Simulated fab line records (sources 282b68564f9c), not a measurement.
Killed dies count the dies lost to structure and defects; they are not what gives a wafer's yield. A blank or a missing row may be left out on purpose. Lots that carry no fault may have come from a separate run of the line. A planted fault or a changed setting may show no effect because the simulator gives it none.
fab line records    flow ritCmos
record lots=14  wafers=42  lastDay=8
route steps=202 shown PLDD@122 NLDD@160 M1@202
lots that met no fault: from a run of the same line without faults
startH: hours from the record's opening day to when the first of the lot's shown wafers began    waitH: time in hours since the lot's previous step    " repeats the value in the row above    L1.1+2: one row covering several wafers at once    - no value present, or no start provided    * or withheld: withheld    < > ~ a bound
route shown NAME@n: NAME is a module with steps in the file, n the number in the route of the first one    usual: average and standard deviation across the fault-free wafers    same: alike in all rows    chamber/n: place in a boat    sites: the reading at each site    _std_site: standard deviation across them    _edge_site: the outer-site mean with the inner-site mean subtracted    radiusMm: for every site, how far away it sits from the centre of the wafer    mask NAME#n: copy n    behind: tool/chamber where the wafer was last shaped    hold: the reason the lot was held/the length of the hold in hours/how it ended    device: which transistor (n, p or np) failed to switch    end of line: the same wafers' tests at the end of the route    a step with no rows: only its recipe    killed: not the wafer's yield, but the dies lost to structure and defects at the first sort    map: dies across one wafer; x = killed, . = not, _ = none there
set.NAME: the setting the step ran with; set.NAME@STEP: the setting that earlier step ran with    model.NAME: the simulator's own value behind a step, which no gauge read
route steps across a sampled set of lots; one table per step, one row per wafer
services: a tool's chamber out of use, with start hour (startH, from the record's first day; less than 0 if before it), hours out, and reason
## steps
# step RIT_PLDD_IMPLANT_08
# recipe species=BF2  energyKev=20  doseCm2=9e+14  tiltDeg=7
lot.wafer   tool          chamber  startH  waitH
L945.1+3+6  implanter-03  0        58.56   0.1
L946.1+3+6  implanter-03  0        61.60   0.1
L947.1+5+6  implanter-04  0        73.81   0.1
L948.1+2+4  implanter-01  0        80.44   0.1
L950.2+3+4  implanter-04  0        84.50   0.1
L951.3+4+5  implanter-01  0        93.40   0.1
L953.1+3+6  implanter-04  0        100.36  0.1
L952.3+4+6  implanter-03  0        102.83  0.1
L955.2+3+4  implanter-04  0        107.42  0.1
L956.2+5+6  implanter-04  0        114.31  0.1
L960.3+4+5  implanter-01  0        134.88  0.1
L958.1+3+4  implanter-03  0        135.76  0.3
L959.2+4+6  implanter-03  0        141.83  0.1
L966.1+2+6  implanter-01  0        167.14  0.1
# step RIT_SDANNEAL_RS_MEAS_06
# recipe thkMeasGauge=four-point-probe
# usual PLDD_RS=178.6/0.46
lot.wafer  tool          chamber  startH  waitH  hold                     PLDD_RS[ohm/sq]
L945.1     filmMetro-01  -        66.82   0.1    -                        179.2
L945.3     "             -        "       "      -                        179.2
L945.6     "             -        "       "      -                        178.7
L946.1     filmMetro-02  -        68.48   0.1    -                        178.1
L946.3     "             -        "       "      -                        178.4
L946.6     "             -        "       "      -                        177.8
L947.1     filmMetro-01  -        81.72   0.1    -                        178.3
L947.5     "             -        "       "      -                        178.6
L947.6     "             -        "       "      -                        177.8
L948.1     filmMetro-02  -        87.52   0.1    -                        179.3
L948.2     "             -        "       "      -                        178.8
L948.4     "             -        "       "      -                        178.8
L950.2     filmMetro-03  -        90.94   0.1    -                        178.2
L950.3     "             -        "       "      -                        178.3
L950.4     "             -        "       "      -                        178.4
L951.3     filmMetro-02  -        100.91  0.1    -                        178.6
L951.4     "             -        "       "      -                        179.1
L951.5     "             -        "       "      -                        178.9
L953.1     filmMetro-01  -        107.13  0.1    -                        178.5
L953.3     "             -        "       "      -                        179.1
L953.6     "             -        "       "      -                        178.9
L952.3     filmMetro-03  -        109.61  0.1    -                        178.8
L952.4     "             -        "       "      -                        180.0
L952.6     "             -        "       "      -                        178.9
L955.2     filmMetro-03  -        114.42  0.1    -                        179.2
L955.3     "             -        "       "      -                        178.2
L955.4     "             -        "       "      -                        179.2
L956.2     filmMetro-03  -        120.76  0.1    -                        178.8
L956.5     "             -        "       "      -                        178.6
L956.6     "             -        "       "      -                        178.7
L960.3     filmMetro-01  -        141.40  0.1    -                        178.9
L960.4     "             -        "       "      -                        178.6
L960.5     "             -        "       "      -                        178.9
L958.1     filmMetro-02  -        142.39  0.1    awaitDispo/0.2h/release  181.7
L958.3     "             -        "       "      awaitDispo/0.2h/release  181.6
L958.4     "             -        "       "      awaitDispo/0.2h/release  181.9
L958.1     filmMetro-02  -        142.67  0.3    -                        181.6
L958.3     "             -        "       "      -                        181.4
L958.4     "             -        "       "      -                        181.7
L959.2     filmMetro-02  -        148.42  0.1    awaitDispo/0.2h/release  181.6
L959.4     "             -        "       "      awaitDispo/0.2h/release  181.3
L959.6     "             -        "       "      awaitDispo/0.2h/release  181.8
L959.2     filmMetro-02  -        148.71  0.3    -                        182.0
L959.4     "             -        "       "      -                        181.3
L959.6     "             -        "       "      -                        181.9
L966.1     filmMetro-03  -        174.50  0.1    -                        178.2
L966.2     "             -        "       "      -                        178.1
L966.6     "             -        "       "      -                        177.6
# step RIT_SDANNEAL_RS_MEAS_07
# recipe thkMeasGauge=four-point-probe
# usual NLDD_RS=151.5/0.54
lot.wafer  tool          chamber  startH  waitH  hold                     NLDD_RS[ohm/sq]
L945.1     filmMetro-01  -        66.94   0.1    -                        152.2
L945.3     "             -        "       "      -                        152.6
L945.6     "             -        "       "      -                        152.4
L946.1     filmMetro-02  -        68.60   0.1    -                        151.8
L946.3     "             -        "       "      -                        150.9
L946.6     "             -        "       "      -                        150.7
L947.1     filmMetro-01  -        81.84   0.1    -                        151.5
L947.5     "             -        "       "      -                        151.8
L947.6     "             -        "       "      -                        151.7
L948.1     filmMetro-02  -        87.64   0.1    -                        151.2
L948.2     "             -        "       "      -                        151.3
L948.4     "             -        "       "      -                        150.9
L950.2     filmMetro-03  -        91.06   0.1    -                        151.5
L950.3     "             -        "       "      -                        150.9
L950.4     "             -        "       "      -                        151.5
L951.3     filmMetro-02  -        101.03  0.1    -                        151.3
L951.4     "             -        "       "      -                        151.2
L951.5     "             -        "       "      -                        151.0
L953.1     filmMetro-01  -        107.25  0.1    -                        151.8
L953.3     "             -        "       "      -                        151.6
L953.6     "             -        "       "      -                        151.6
L952.3     filmMetro-03  -        109.73  0.1    -                        151.3
L952.4     "             -        "       "      -                        151.5
L952.6     "             -        "       "      -                        151.2
L955.2     filmMetro-03  -        114.54  0.1    -                        150.4
L955.3     "             -        "       "      -                        150.6
L955.4     "             -        "       "      -                        150.9
L956.2     filmMetro-03  -        120.88  0.1    -                        152.1
L956.5     "             -        "       "      -                        152.0
L956.6     "             -        "       "      -                        151.6
L960.3     filmMetro-01  -        141.52  0.1    -                        151.1
L960.4     "             -        "       "      -                        151.2
L960.5     "             -        "       "      -                        151.6
L958.1     filmMetro-02  -        144.34  1.6    awaitDispo/1.5h/release  151.3
L958.3     "             -        "       "      awaitDispo/1.5h/release  151.2
L958.4     "             -        "       "      awaitDispo/1.5h/release  151.3
L959.2     filmMetro-02  -        156.69  8.0    awaitDispo/7.9h/release  152.4
L959.4     "             -        "       "      awaitDispo/7.9h/release  151.9
L959.6     "             -        "       "      awaitDispo/7.9h/release  151.9
L966.1     filmMetro-03  -        174.62  0.1    -                        151.8
L966.2     "             -        "       "      -                        151.7
L966.6     "             -        "       "      -                        151.2
# step RIT_M1_PROBE_99
# usual killed_at_M0_to_M3=0.0/0.12  killedAtContacts=0.1/0.32  killedAtFrontEnd=6/3.1  killedDies=7/3.2  killedOpen=3.1/1.9  killedShort=3.5/2.2
# same grossDies=264  killed_at_M4_up=0  killedAtBackSide=0  killedAtOther=0
lot.wafer  tool       chamber  startH  waitH  killed_at_M0_to_M3  killedAtContacts  killedAtFrontEnd  killedDies  killedOpen  killedShort
L958.1     prober-01  -        151.25  0.1    0                   0                 7                 7           5           2
L958.3     prober-01  -        151.35  0.2    0                   0                 2                 2           2           0
L958.4     prober-01  -        151.40  0.2    0                   0                 7                 7           3           4
L959.2     prober-02  -        163.60  0.1    0                   0                 11                11          4           7
L959.4     prober-02  -        163.70  0.2    0                   0                 8                 8           7           1
# killed by level:class
L958.1 GATE:geometricParticle:open=3 FOX1:geometricParticle:open=1 SPACER:geometricParticle:short=1 SILICIDE:geometricParticle:open=1 SILICIDE:geometricParticle:short=1
L958.3 GATE:geometricParticle:open=2
L958.4 GATE:geometricParticle:short=3 GATE:geometricParticle:open=2 FOX2:geometricParticle:open=1 REOX:geometricParticle:short=1
L959.2 GATE:geometricParticle:short=6 SILICIDE:geometricParticle:open=2 FOX2:geometricParticle:open=1 SPACER:geometricParticle:open=1 SILICIDE:geometricParticle:short=1
L959.4 GATE:geometricParticle:open=3 REOX:geometricParticle:open=2 FOX2:geometricParticle:open=1 REOX:geometricParticle:short=1 SILICIDE:geometricParticle:open=1
## services
tool          chamber  startH  hours  kind
implanter-01  -        111.06  7.1    pm
implanter-03  -        114.12  2.9    pm
implanter-01  -        146.34  4.8    pm
## key
firstSign step=RIT_SDANNEAL_RS_MEAS_06  reading=PLDD_RS  direction=up  sigmas=6.6  usual=178.6  struck=181.6
effect step=RIT_SDANNEAL_RS_MEAS_06  reading=hold  direction=added
metAt RIT_PLDD_IMPLANT_08
struckLots L958,L959
rowsEnd L959.6
testerLeftOut L958,L959
onsetBetween 102.83 135.76
fault kind=processParameterDrift  tool=implanter-03  chamber=-  onsetH=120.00  steps=RIT_PLDD_IMPLANT_08  channel=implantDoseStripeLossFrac  offset=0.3  shape=step  endH=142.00
# testerLeftOut: of these lots the tester's yield and bins aren't shown, on N5 and GAA mostly nor the transistor test; their killed dies are dies lost to structure and defects alone, not to doping, threshold or leakage, so they don't give the yield
# rowsEnd: these wafers met a further fault down the route, and their rows from its step on are left out
